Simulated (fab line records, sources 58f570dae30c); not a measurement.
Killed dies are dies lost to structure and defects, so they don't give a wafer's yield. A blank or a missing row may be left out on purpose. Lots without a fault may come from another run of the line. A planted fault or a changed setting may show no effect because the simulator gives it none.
One fault seen from 2 desks | flow berkeley_cmos170 | each desk has only its own numbers; what lay behind them comes last

THE TOOL OWNER'S DESK: rtp_anneal-02
The tool's own readings at UCB170_SDANNEAL_RTA_01 (time 5 s): means of the sampled wafers that have a number, for each lot that ran on this tool. A lot is out of limits, marked OUT, if its mean lies more than 4 standard deviations from the usual mean; the brackets give that distance.
Columns: A = lamp_power_pct at UCB170_SDANNEAL_RTA_01, usual 36.7 %; B = wafer_temp_C_max at UCB170_SDANNEAL_RTA_01, usual 1053.8
lot  | first seen here | A    | B
L840 | day 9 15:32     | 34.6 | 1054.5
L845 | day 10 08:58    | 34.6 | 1054.1
L844 | day 10 09:20    | 34.6 | 1053.7
L843 | day 10 09:34    | 34.5 | 1054.3
L851 | day 11 09:20    | 34.5 | 1054.3
L849 | day 11 10:04    | 34.6 | 1055.1
L848 | day 11 10:23    | 34.5 | 1053.7
This desk's finding: nothing out of limits on any of the 7 lots.

THE METROLOGY DESK
What the gauges read, lot by lot, whatever tool the lot ran on: means of the sampled wafers that have a number. A lot is out of limits, marked OUT, if its mean lies more than 4 standard deviations from the usual mean; the brackets give that distance.
Columns: A = PSD_RS at UCB170_SDANNEAL_RS_MEAS_02, usual 75.5 ohm/sq; B = NSD_RS at UCB170_SDANNEAL_RS_MEAS_03, usual 37.29 ohm/sq; C = PLDD_RS at UCB170_SDANNEAL_RS_MEAS_04, usual 1031.9 ohm/sq
lot  | first seen here | A              | B               | C
L838 | day 8 22:44     | 75.5           | 37.26           | 1032.2
L839 | day 8 22:52     | 75.3           | 37.27           | 1028.6
L840 | day 9 15:36     | 75.8           | 37.35           | 1036.8
L845 | day 10 09:02    | 75.5           | 37.33           | 1033.2
L841 | day 10 09:16    | 75.1           | 37.19           | 1032.3
L844 | day 10 09:25    | 75.2           | 37.16           | 1036.2
L843 | day 10 09:44    | 76.0           | 37.29           | 1033.2
L851 | day 11 09:24    | 75.7           | 37.21           | 1029.1
L849 | day 11 10:08    | 83.5 (+24) OUT | 38.44 (+13) OUT | 1044.4 (+4.3) OUT
L848 | day 11 10:27    | 83.8 (+25) OUT | 38.36 (+13) OUT | 1040.2
L853 | day 11 19:36    | 75.5           | 37.25           | 1033.0
L858 | day 12 16:15    | 75.8           | 37.26           | 1028.4
L857 | day 12 16:43    | 75.5           | 37.40           | 1033.4
L859 | day 13 11:50    | 75.5           | 37.22           | 1030.7
This desk's finding: out of limits on L848, L849; first on L849, day 11 10:08 (PSD_RS at UCB170_SDANNEAL_RS_MEAS_02). In limits: L838, L839, L840, L845, L841, L844, L843, L851, L853, L858, L857, L859.

PUT TOGETHER
The metrology desk could have raised an alarm at day 11 10:08, on L848, L849.
The tool owner's desk saw nothing out of limits.
The tool owner's desk has L848, L849 on record, within its limits.
Of the lots named, all ran UCB170_SDANNEAL_RTA_01 on rtp_anneal-02.

WHAT THE SIMULATOR HAD PUT IN
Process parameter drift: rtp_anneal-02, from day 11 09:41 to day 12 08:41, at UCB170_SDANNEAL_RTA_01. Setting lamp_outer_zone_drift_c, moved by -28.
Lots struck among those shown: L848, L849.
Hours from the fault's start to each desk's first reading out of limits: the metrology desk, 0.
